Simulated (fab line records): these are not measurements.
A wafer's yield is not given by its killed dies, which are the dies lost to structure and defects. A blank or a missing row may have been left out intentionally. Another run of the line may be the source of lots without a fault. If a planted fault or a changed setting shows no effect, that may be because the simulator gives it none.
Matching of chambers / flow ritCmos / RIT_GATE_ETCH_19 on rieSi-01 has 4 sister chambers
The step etches poly-Si in SF6/CHF3/O2, stops on SiO2, time 165 s, target depth 312.5 nm. 14 wafers are shown with their chamber, then 7 later ones without.

## WAFERS WITH THEIR CHAMBER
wafer=L593.1; chamber=0; drypumpMotorCurrentA (A)=5.88; throttleValvePct (%)=10.24; oesProductAu (a.u.)=0.829
wafer=L593.2; chamber=1; drypumpMotorCurrentA (A)=5.57; throttleValvePct (%)=10.32; oesProductAu (a.u.)=0.852
wafer=L593.4; chamber=2; drypumpMotorCurrentA (A)=5.74; throttleValvePct (%)=10.31; oesProductAu (a.u.)=0.849
wafer=L597.1; chamber=3; drypumpMotorCurrentA (A)=5.28; throttleValvePct (%)=10.12; oesProductAu (a.u.)=0.858
wafer=L597.5; chamber=0; drypumpMotorCurrentA (A)=5.87; throttleValvePct (%)=10.26; oesProductAu (a.u.)=0.833
wafer=L597.6; chamber=1; drypumpMotorCurrentA (A)=5.59; throttleValvePct (%)=10.31; oesProductAu (a.u.)=0.833
wafer=L599.3; chamber=1; drypumpMotorCurrentA (A)=5.60; throttleValvePct (%)=10.31; oesProductAu (a.u.)=0.845
wafer=L599.5; chamber=3; drypumpMotorCurrentA (A)=5.27; throttleValvePct (%)=10.13; oesProductAu (a.u.)=0.863
wafer=L599.6; chamber=0; drypumpMotorCurrentA (A)=5.91; throttleValvePct (%)=10.25; oesProductAu (a.u.)=0.833
wafer=L601.2; chamber=0; drypumpMotorCurrentA (A)=5.88; throttleValvePct (%)=10.26; oesProductAu (a.u.)=0.838
wafer=L601.4; chamber=2; drypumpMotorCurrentA (A)=5.75; throttleValvePct (%)=10.30; oesProductAu (a.u.)=0.848
wafer=L601.6; chamber=0; drypumpMotorCurrentA (A)=5.87; throttleValvePct (%)=10.26; oesProductAu (a.u.)=0.835
wafer=L605.1; chamber=1; drypumpMotorCurrentA (A)=5.59; throttleValvePct (%)=10.31; oesProductAu (a.u.)=0.830
wafer=L605.2; chamber=3; drypumpMotorCurrentA (A)=5.28; throttleValvePct (%)=10.14; oesProductAu (a.u.)=0.855

SIGNATURES (averages over the wafers above)
reading=drypumpMotorCurrentA; chamber 0=5.8820; chamber 1=5.5875; chamber 2=5.7450; chamber 3=5.2767; scatter within a chamber=0.0129
reading=throttleValvePct; chamber 0=10.2540; chamber 1=10.3125; chamber 2=10.3050; chamber 3=10.1300; scatter within a chamber=0.00803
reading=oesProductAu; chamber 0=0.83360; chamber 1=0.84000; chamber 2=0.84850; chamber 3=0.85867; scatter within a chamber=0.00628
Rule: a wafer lies at a distance from a chamber equal to the root of the sum of squares, over the readings, of (its reading less the chamber's mean, divided by the reading's scatter). The wafer belongs to the nearest chamber; if the next one is less than 2 further off, it can't be placed. How the scatter is found: for the shown wafers, subtract from each reading the mean of its chamber, square and add these, divide the total by (wafers less chambers), then take the root.

## WAFERS WITH NO CHAMBER GIVEN
wafer=L605.3; drypumpMotorCurrentA (A)=5.89; throttleValvePct (%)=10.24; oesProductAu (a.u.)=0.827
wafer=L616.1; drypumpMotorCurrentA (A)=5.26; throttleValvePct (%)=10.13; oesProductAu (a.u.)=0.876
wafer=L616.3; drypumpMotorCurrentA (A)=5.59; throttleValvePct (%)=10.28; oesProductAu (a.u.)=0.854
wafer=L616.4; drypumpMotorCurrentA (A)=5.77; throttleValvePct (%)=10.31; oesProductAu (a.u.)=0.860
wafer=L615.1; drypumpMotorCurrentA (A)=5.77; throttleValvePct (%)=10.33; oesProductAu (a.u.)=0.842
wafer=L615.2; drypumpMotorCurrentA (A)=5.58; throttleValvePct (%)=10.30; oesProductAu (a.u.)=0.853
wafer=L615.3; drypumpMotorCurrentA (A)=5.30; throttleValvePct (%)=10.13; oesProductAu (a.u.)=0.858

## EACH ONE'S CHAMBER
wafer=L605.3; from the rows above=0; in truth=0
wafer=L616.1; from the rows above=3; in truth=3
wafer=L616.3; from the rows above=1; in truth=1
wafer=L616.4; from the rows above=2; in truth=2
wafer=L615.1; from the rows above=2; in truth=2
wafer=L615.2; from the rows above=1; in truth=1
wafer=L615.3; from the rows above=3; in truth=3
Placed correctly: 7 of 7. Not placeable from these rows: 0. 0 placed wrongly.
